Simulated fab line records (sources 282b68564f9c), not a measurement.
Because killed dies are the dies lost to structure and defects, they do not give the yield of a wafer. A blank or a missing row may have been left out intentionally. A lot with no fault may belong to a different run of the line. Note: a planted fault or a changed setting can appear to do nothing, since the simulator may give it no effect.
What tool caused it? / flow rit_cmos / 8 lots, 24 wafers sampled, at 2 steps of a route of 202

## WHAT THE GAUGES READ, wafer by wafer
RIT_NSD_OVL_MEAS_06.
lot=L223; measured=day 3 08:36; on=overlay-02; NSD_OVL (nm)=-3.4 -2.1 -1.6
lot=L225; measured=day 3 16:53; on=overlay-02; NSD_OVL (nm)=-2.1 -0.2 -0.1
lot=L227; measured=day 4 04:29; on=overlay-01; NSD_OVL (nm)=1.2 1.8 2.1
lot=L229; measured=day 4 18:48; on=overlay-01; NSD_OVL (nm)=-1.0 -1.6 -0.7
lot=L231; measured=day 5 04:58; on=overlay-02; NSD_OVL (nm)=0.9 -0.1 1.5
lot=L234; measured=day 6 07:46; on=overlay-01; NSD_OVL (nm)=361.2 359.1 360.4
lot=L237; measured=day 6 18:02; on=overlay-02; NSD_OVL (nm)=359.0 358.5 358.1
lot=L240; measured=day 7 10:57; on=overlay-02; NSD_OVL (nm)=-2.2 -2.2 -1.6

## WHAT TOOL EACH LOT RAN ON (gives the tool, then ch and the chambers of the sampled wafers, and finally the start)
lot=L223; RIT_NSD_EXPOSE_03=iline_stepper-02 ch 0, day 3 08:12
lot=L225; RIT_NSD_EXPOSE_03=iline_stepper-02 ch 0, day 3 16:32
lot=L227; RIT_NSD_EXPOSE_03=iline_stepper-01 ch 0, day 4 04:07
lot=L229; RIT_NSD_EXPOSE_03=iline_stepper-02 ch 0, day 4 18:24
lot=L231; RIT_NSD_EXPOSE_03=iline_stepper-01 ch 0, day 5 04:34
lot=L234; RIT_NSD_EXPOSE_03=iline_stepper-02 ch 0, day 6 07:22
lot=L237; RIT_NSD_EXPOSE_03=iline_stepper-02 ch 0, day 6 17:17
lot=L240; RIT_NSD_EXPOSE_03=iline_stepper-01 ch 0, day 7 10:35
- RIT_NSD_EXPOSE_03: exposes mask M9, target cd 40700 nm.

## THE ANSWER, worked out from the rows above alone
Rule: the lots themselves supply what counts as usual. The widest of any qualifying gaps counts: lots, ordered by their means at a reading, are off when they make up no more than a third of the lots, leave a main group of 4 or more, and stand apart from it by 3 or more times the standard deviation of that group's means. The tables above print the reading to a certain number of digits; a main group whose means all agree to those digits is not used. Also off: a lot with no number at a reading for which 4 or more lots have one. Any other lot the step has rows for is counted as sound.
Off: L234, L237, at RIT_NSD_OVL_MEAS_06 (NSD_OVL). The main group: mean -0.6 nm, standard deviation 1.4.
A tool fits if, at a process step before that reading, it ran every lot that is off, and no sound lot after the first of them. The gauges at RIT_NSD_OVL_MEAS_06 are tried like those tools. One fits: RIT_NSD_EXPOSE_03 on iline_stepper-02. Its last sound lot is L229 (day 4 18:24), its first lot that is off L234 (day 6 07:22): a fault that began between those two fits.

## WHAT WAS PUT IN BY THE SIMULATOR
Scanner matching overlay: iline_stepper-02, from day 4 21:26 on, at RIT_NSD_EXPOSE_03. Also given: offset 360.
Lots struck among those shown: L234, L237. The rule above found the same.
